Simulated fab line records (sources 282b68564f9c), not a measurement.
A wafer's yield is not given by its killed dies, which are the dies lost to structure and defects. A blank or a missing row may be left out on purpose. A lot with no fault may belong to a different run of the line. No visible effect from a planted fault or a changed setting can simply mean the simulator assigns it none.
Problem report, 8D (eight disciplines) form, completed by code	flow rit_cmos	the parts of the form that need people (team, actions taken, sign-off) are left out

1. THE ISSUE
Mean ACTIVE_OXIDE_THK at RIT_ACTIVE_THK_MEAS_02: 52.3 nm over 6 wafers in 2 lots; fault-free wafers: 46.7 nm, standard deviation 0.68. Measured from the usual mean, that is +8.2 standard deviations.
First observed at day 3 09:04: wafer L732.3, on film_metro-04. The record holds 42 wafers of 14 lots with a number at this step. The rule behind "out" and "out of limits": a value lying over 4 standard deviations away from the usual mean. Any other wafer with a number is counted as sound.

2. WHAT IT IS, WHAT IT ISN'T
question	is	is not
which readings at this step	ACTIVE_OXIDE_THK	-
which lots	L732, L734	L723, L725, L726, L727, L728, L729, L730, L733, L739, L743, L744, L745
which wafers of those lots	all that have a number	-
read on which gauges	film_metro-02, film_metro-04	film_metro-03
when	from day 3 09:04	up to then (21 sound wafers); but 15 sound wafers of L733, L739, L743, L744, L745 came after

3. WHAT RULES OUT EACH SUSPECT
Counting: any tool at a process step up to the reading is kept as a suspect provided that every lot that is out went through it and no sound lot did after the first of them.
- ruled out: the gauge at RIT_ACTIVE_THK_MEAS_02. 2 gauges (film_metro-02, film_metro-04) read the wafers that are out.
- furnace-03 at RIT_ACTIVE_OXIDATION_01 (target thk 46.8 nm, ox time 3360 s): kept. Every lot that is out went through it, starting with L732 (day 3 07:07), and after that it ran no sound lot; the last sound lot it ran before then is L730 (day 2 21:47).
After counting, what remains is furnace-03 at RIT_ACTIVE_OXIDATION_01.

4. THE CAUSE (what the simulator had put in)
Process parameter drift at RIT_ACTIVE_OXIDATION_01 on furnace-03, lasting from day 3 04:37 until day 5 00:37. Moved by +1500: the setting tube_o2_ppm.
Counting left only this tool.

5. SEQUENCE OF EFFECTS, ordered by route
Each row: a reading where the mean over the struck wafers with a number is more than 3 standard deviations away from the usual. Scope: only readings with a usual standard deviation given in the record; hours: median across lots of the time from each lot's start at the first step in this table that gives one to its start at this step; sigmas: change in usual standard deviations.
hours	step	reading	usual	on struck wafers	change	sigmas
0	RIT_ACTIVE_THK_MEAS_02	ACTIVE_OXIDE_THK	46.7 nm	52.3	+5.6	+8.2

6. HOW IT WOULD HAVE BEEN CAUGHT EARLIER
4 hours passed between the start of the fault at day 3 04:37 and the first reading out of limits at a measuring or inspecting step in this record, taken at day 3 09:04.
No tool reading at RIT_ACTIVE_OXIDATION_01 that has a usual standard deviation in the record was out on any struck wafer, so an alarm limit of 4 standard deviations on those readings would not have fired.
Among the 2 lots that are out, L734 began RIT_ACTIVE_OXIDATION_01 on furnace-03 after day 3 09:04. Holding the tool at that time would have saved it.
